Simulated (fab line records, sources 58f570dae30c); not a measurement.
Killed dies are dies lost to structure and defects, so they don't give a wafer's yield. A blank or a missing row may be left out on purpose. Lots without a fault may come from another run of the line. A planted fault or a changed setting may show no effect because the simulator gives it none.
A sampling plan put to the test | flow berkeley_cmos170 | one fab line, 34 faults that these records tell of, each judged on the records of the lots that it struck; 1 more is left out, because the records don't allow judging it
The plan is the line's own looks: the steps of the route at which a gauge or an inspection reads the wafer and doesn't change it. A look can be judged if struck wafers have a number there and the file gives its usual mean and standard deviation on fault-free wafers. Caught: at a look after the fault's first step, the mean of the struck wafers lies 4 or more of those standard deviations (sigma) from the usual mean. On the tool: the same test on the tool's own readings at the fault's steps. Another recipe on the struck wafers, or a record that is blank for them alone, also counts as caught.

THE FAULTS, as the simulator had put them in
1. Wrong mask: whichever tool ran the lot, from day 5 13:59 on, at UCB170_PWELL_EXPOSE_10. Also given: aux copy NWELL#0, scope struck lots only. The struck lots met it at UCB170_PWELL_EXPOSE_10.
2. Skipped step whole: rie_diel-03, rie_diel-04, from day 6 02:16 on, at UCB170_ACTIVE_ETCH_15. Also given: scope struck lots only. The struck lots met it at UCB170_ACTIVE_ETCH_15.
3. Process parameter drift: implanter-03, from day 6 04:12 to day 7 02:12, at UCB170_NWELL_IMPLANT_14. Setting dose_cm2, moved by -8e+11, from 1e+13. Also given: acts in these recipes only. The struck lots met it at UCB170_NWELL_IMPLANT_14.
4. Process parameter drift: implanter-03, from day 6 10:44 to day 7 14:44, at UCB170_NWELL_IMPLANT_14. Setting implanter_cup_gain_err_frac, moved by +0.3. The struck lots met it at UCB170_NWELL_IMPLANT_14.
5. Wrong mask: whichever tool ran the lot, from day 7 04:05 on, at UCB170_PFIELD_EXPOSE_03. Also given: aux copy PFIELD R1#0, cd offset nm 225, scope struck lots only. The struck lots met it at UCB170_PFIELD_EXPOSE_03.
6. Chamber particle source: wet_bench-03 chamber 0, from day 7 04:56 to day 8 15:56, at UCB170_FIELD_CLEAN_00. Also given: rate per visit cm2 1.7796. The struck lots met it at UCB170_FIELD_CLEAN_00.
7. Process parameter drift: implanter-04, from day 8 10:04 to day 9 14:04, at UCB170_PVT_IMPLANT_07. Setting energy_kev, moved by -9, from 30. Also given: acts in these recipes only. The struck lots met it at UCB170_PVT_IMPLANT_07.
8. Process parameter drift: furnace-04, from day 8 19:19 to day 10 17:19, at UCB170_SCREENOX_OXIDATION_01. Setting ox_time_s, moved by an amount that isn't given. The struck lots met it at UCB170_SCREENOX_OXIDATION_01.
9. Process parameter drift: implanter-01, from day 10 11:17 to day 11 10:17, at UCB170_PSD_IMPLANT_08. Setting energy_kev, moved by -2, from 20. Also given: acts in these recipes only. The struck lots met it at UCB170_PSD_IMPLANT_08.
10. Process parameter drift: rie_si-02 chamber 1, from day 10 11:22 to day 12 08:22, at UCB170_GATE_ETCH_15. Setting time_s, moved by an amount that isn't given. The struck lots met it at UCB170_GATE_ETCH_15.
11. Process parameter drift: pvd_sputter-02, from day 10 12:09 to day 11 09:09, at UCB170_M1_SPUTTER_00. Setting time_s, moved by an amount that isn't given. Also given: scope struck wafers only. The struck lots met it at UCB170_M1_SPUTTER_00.
12. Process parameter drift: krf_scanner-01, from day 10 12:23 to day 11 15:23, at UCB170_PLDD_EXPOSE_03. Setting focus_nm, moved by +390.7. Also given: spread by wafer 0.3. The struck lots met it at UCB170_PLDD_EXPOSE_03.
13. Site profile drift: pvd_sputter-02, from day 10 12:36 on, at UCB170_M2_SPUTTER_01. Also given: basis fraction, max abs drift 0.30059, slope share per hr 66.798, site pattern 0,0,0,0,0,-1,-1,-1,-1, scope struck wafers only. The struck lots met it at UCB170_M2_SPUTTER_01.
14. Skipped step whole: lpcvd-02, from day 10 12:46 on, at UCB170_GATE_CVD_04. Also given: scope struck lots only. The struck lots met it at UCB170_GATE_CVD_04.
15. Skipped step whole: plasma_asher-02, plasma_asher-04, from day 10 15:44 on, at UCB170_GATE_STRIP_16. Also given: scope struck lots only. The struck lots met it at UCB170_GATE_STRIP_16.
16. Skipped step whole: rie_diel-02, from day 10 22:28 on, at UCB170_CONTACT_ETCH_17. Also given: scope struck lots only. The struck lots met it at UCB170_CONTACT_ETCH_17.
17. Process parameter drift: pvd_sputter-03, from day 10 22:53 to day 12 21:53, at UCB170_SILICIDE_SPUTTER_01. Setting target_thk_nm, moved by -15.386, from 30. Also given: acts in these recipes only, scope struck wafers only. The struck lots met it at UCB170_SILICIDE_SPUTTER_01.
18. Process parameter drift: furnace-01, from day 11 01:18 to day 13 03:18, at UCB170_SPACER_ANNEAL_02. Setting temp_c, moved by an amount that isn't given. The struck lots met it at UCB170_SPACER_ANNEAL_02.
19. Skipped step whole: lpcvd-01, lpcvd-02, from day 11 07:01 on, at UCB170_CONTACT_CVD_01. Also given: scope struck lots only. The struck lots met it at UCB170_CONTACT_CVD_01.
20. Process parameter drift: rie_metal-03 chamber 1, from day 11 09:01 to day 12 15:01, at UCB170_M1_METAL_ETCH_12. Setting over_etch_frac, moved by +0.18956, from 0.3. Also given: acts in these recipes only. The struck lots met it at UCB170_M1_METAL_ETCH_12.
21. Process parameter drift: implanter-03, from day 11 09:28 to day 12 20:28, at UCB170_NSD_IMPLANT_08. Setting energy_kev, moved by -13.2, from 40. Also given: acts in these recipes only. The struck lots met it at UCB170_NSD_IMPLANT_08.
22. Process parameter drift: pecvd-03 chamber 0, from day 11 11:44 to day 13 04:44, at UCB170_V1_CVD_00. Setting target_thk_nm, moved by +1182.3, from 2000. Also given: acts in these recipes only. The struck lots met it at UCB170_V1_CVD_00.
23. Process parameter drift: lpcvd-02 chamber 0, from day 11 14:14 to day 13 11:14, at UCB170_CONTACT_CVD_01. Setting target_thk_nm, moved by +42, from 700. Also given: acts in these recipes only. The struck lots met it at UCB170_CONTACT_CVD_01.
24. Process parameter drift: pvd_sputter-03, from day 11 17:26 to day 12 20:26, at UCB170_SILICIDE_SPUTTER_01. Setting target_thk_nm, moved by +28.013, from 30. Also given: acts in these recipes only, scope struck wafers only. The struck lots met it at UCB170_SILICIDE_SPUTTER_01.
25. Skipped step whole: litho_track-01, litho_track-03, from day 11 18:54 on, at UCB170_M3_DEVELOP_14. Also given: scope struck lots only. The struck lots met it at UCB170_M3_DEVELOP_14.
26. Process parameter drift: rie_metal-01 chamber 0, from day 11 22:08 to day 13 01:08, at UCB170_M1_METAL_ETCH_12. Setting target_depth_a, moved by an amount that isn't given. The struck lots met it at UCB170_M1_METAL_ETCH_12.
27. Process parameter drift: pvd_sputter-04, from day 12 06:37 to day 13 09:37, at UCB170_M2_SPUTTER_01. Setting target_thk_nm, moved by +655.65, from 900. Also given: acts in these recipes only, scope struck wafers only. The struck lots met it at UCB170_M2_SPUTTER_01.
28. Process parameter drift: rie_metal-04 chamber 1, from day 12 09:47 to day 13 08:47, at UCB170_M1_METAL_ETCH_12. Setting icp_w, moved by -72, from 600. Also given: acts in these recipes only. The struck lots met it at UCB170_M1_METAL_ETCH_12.
29. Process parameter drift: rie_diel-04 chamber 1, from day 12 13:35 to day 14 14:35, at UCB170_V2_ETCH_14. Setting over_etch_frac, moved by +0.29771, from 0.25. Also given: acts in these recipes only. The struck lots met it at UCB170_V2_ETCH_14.
30. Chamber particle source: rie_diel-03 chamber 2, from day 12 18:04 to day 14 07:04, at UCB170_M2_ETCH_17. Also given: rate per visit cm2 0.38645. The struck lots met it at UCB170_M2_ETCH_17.
31. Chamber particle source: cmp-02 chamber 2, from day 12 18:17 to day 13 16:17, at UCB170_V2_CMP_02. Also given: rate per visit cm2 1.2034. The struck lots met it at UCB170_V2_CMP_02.
32. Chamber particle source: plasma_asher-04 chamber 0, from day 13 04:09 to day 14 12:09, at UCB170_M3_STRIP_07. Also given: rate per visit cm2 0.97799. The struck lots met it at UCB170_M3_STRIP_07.
33. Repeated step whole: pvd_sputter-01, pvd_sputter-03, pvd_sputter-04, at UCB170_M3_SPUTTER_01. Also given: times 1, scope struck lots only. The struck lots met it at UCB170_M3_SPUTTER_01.
34. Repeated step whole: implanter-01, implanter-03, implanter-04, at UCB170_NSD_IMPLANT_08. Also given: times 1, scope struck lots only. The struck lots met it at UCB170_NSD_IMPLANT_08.

WHAT THE PLAN SAW
fault | on the tool itself                               | first look that catches it                      | reading, sigma                                   | median hours from its first step to that look | hours from the fault's start to the first struck lot there | judged looks passed uncaught
1     | no reading that can be judged                    | UCB170_PWELL_TW_MEAS_17                         | PWELL_TW -99 or beyond                           | 1.4                                           | 2                                                          | 0
2     | the tool's record is blank for the struck wafers | no look after it can be judged                  | -                                                | -                                             | -                                                          | 0
3     | dose_ions_cm2 -72 sigma                          | UCB170_NWELL_TW_MEAS_16                         | NWELL_TW -5.7                                    | 0.2                                           | 4                                                          | 0
4     | faraday_current_uA +14 sigma                     | UCB170_NWELL_TW_MEAS_16                         | NWELL_TW -17                                     | 0.2                                           | 3                                                          | 0
5     | under 2 sigma                                    | none of the 2 looks that can be judged after it | -                                                | -                                             | -                                                          | 2
6     | no reading that can be judged                    | not the one look that can be judged after it    | -                                                | -                                             | -                                                          | 1
7     | beam_energy_keV -99 or beyond sigma              | UCB170_PVT_TW_MEAS_09                           | PVT_TW -14                                       | 0.2                                           | 14                                                         | 0
8     | under 2 sigma                                    | UCB170_SCREENOX_THK_MEAS_02                     | SCREENOX_OXIDE_THK -30                           | 1.7                                           | 11                                                         | 0
9     | beam_energy_keV -99 or beyond sigma              | none of the 2 looks that can be judged after it | strongest: PSD_TW at UCB170_PSD_TW_MEAS_10, -3.6 | -                                             | -                                                          | 2
10    | run_length_s -44 sigma                           | no look after it can be judged                  | -                                                | -                                             | -                                                          | 0
11    | under 2 sigma                                    | UCB170_M1_RS_MEAS_01                            | M1_AL_RS -6.7                                    | 0.1                                           | 11                                                         | 0
12    | no reading that can be judged                    | UCB170_PLDD_CD_MEAS_06                          | cd_nm +5.7                                       | 0.8                                           | 1                                                          | 0
13    | under 2 sigma                                    | UCB170_M2_RS_MEAS_02                            | M2_AL_RS +10                                     | 0.1                                           | 37                                                         | 0
14    | the tool's record is blank for the struck wafers | no look after it can be judged                  | -                                                | -                                             | -                                                          | 0
15    | the tool's record is blank for the struck wafers | UCB170_PLDD_TW_MEAS_11                          | PLDD_TW -99 or beyond                            | 4.9                                           | 9                                                          | 0
16    | the tool's record is blank for the struck wafers | no look after it can be judged                  | -                                                | -                                             | -                                                          | 0
17    | under 2 sigma                                    | UCB170_SILICIDE_RS_MEAS_02                      | SILICIDE_TI_RS +93                               | 0.1                                           | 7                                                          | 0
18    | tube_center_temp_C -99 or beyond sigma           | UCB170_SDANNEAL_RS_MEAS_04                      | PLDD_RS +26                                      | 9.1                                           | 26                                                         | 1
19    | the tool's record is blank for the struck wafers | no look after it can be judged                  | -                                                | -                                             | -                                                          | 0
20    | oes_product_au -5.1 sigma                        | not the one look that can be judged after it    | -                                                | -                                             | -                                                          | 1
21    | beam_energy_keV -99 or beyond sigma              | UCB170_NSD_TW_MEAS_10                           | NSD_TW -18                                       | 0.2                                           | 6                                                          | 0
22    | under 2 sigma                                    | UCB170_V1_THK_MEAS_01                           | V1_TEOS_THK +37                                  | 0.2                                           | 7                                                          | 0
23    | no reading that can be judged                    | UCB170_CONTACT_THK_MEAS_02                      | CONTACT_PSG_THK +5.1                             | 4.0                                           | 10                                                         | 0
24    | under 2 sigma                                    | UCB170_SILICIDE_RS_MEAS_02                      | SILICIDE_TI_RS -36                               | 0.0                                           | 11                                                         | 0
25    | no reading that can be judged                    | no look after it can be judged                  | -                                                | -                                             | -                                                          | 0
26    | oes_product_au +11 sigma                         | UCB170_M1_CD_MEAS_90                            | cd_nm +5.0                                       | 0.2                                           | 5                                                          | 0
27    | under 2 sigma                                    | UCB170_M2_RS_MEAS_02                            | M2_AL_RS -21                                     | 0.1                                           | 12                                                         | 0
28    | rf_fwd_power_W -34 sigma                         | no look after it can be judged                  | -                                                | -                                             | -                                                          | 0
29    | oes_product_au -6.9 sigma                        | no look after it can be judged                  | -                                                | -                                             | -                                                          | 0
30    | under 2 sigma                                    | no look after it can be judged                  | -                                                | -                                             | -                                                          | 0
31    | under 2 sigma                                    | no look after it can be judged                  | -                                                | -                                             | -                                                          | 0
32    | under 2 sigma                                    | no look after it can be judged                  | -                                                | -                                             | -                                                          | 0
33    | under 2 sigma                                    | UCB170_M3_RS_MEAS_02                            | M3_AL_RS -43                                     | 0.3                                           | -                                                          | 0
34    | no reading that can be judged                    | UCB170_NSD_TW_MEAS_10                           | NSD_TW +9.7                                      | 0.6                                           | -                                                          | 0
A dash: the fault isn't caught, or these records don't give the number.

Caught at a look: 19 of 34. Caught on the tool: 16 of 34. By one or the other: 28 of 34.
Caught on the tool alone: faults 2, 9, 10, 14, 16, 19, 20, 28, 29.
Caught at a look alone: faults 1, 8, 11, 12, 13, 17, 22, 23, 24, 27, 33, 34.
Caught by neither: faults 5, 6, 25, 30, 31, 32.

THINNER SAMPLING
If the look that catches a fault measured only every second or every third lot, by lot number, the first struck lot would be measured this late in the worst case:
fault | struck lots at that look, in order of time | every lot | every second lot | every third lot
1     | L471                                       | 2 h       | may miss it      | may miss it
3     | L825, L826                                 | 4 h       | 10 h             | may miss all 2
4     | L861, L863                                 | 3 h       | may miss all 2   | may miss all 2
7     | L824, L826                                 | 14 h      | may miss all 2   | may miss all 2
8     | L819, L818, L821, L820                     | 11 h      | 11 h             | 11 h
11    | L996                                       | 11 h      | may miss it      | may miss it
12    | L755, L757                                 | 1 h       | may miss all 2   | may miss all 2
13    | L619                                       | 37 h      | may miss it      | may miss it
15    | L603, L602                                 | 9 h       | 9 h              | may miss all 2
17    | L243                                       | 7 h       | may miss it      | may miss it
18    | L521, L520                                 | 26 h      | 27 h             | may miss all 2
21    | L308, L306                                 | 6 h       | may miss all 2   | may miss all 2
22    | L593, L596                                 | 7 h       | 21 h             | may miss all 2
23    | L238, L237                                 | 10 h      | 10 h             | may miss all 2
24    | L128, L129                                 | 11 h      | 14 h             | may miss all 2
26    | L455, L453                                 | 5 h       | may miss all 2   | may miss all 2
27    | L876                                       | 12 h      | may miss it      | may miss it
Hours are from the fault's start to the first struck lot that is measured. The limit of 4 sigma was tested on all struck wafers together, so one lot alone may lie under it. Other struck lots may not be in these records.

THE LONGEST TIMED WAY FROM STEP TO LOOK
Fault 18: a median of 9.1 hours passes between UCB170_SPACER_ANNEAL_02 and UCB170_SDANNEAL_RS_MEAS_04. The look between them that can be judged stayed within 4 sigma: UCB170_PSD_OVL_MEAS_07.
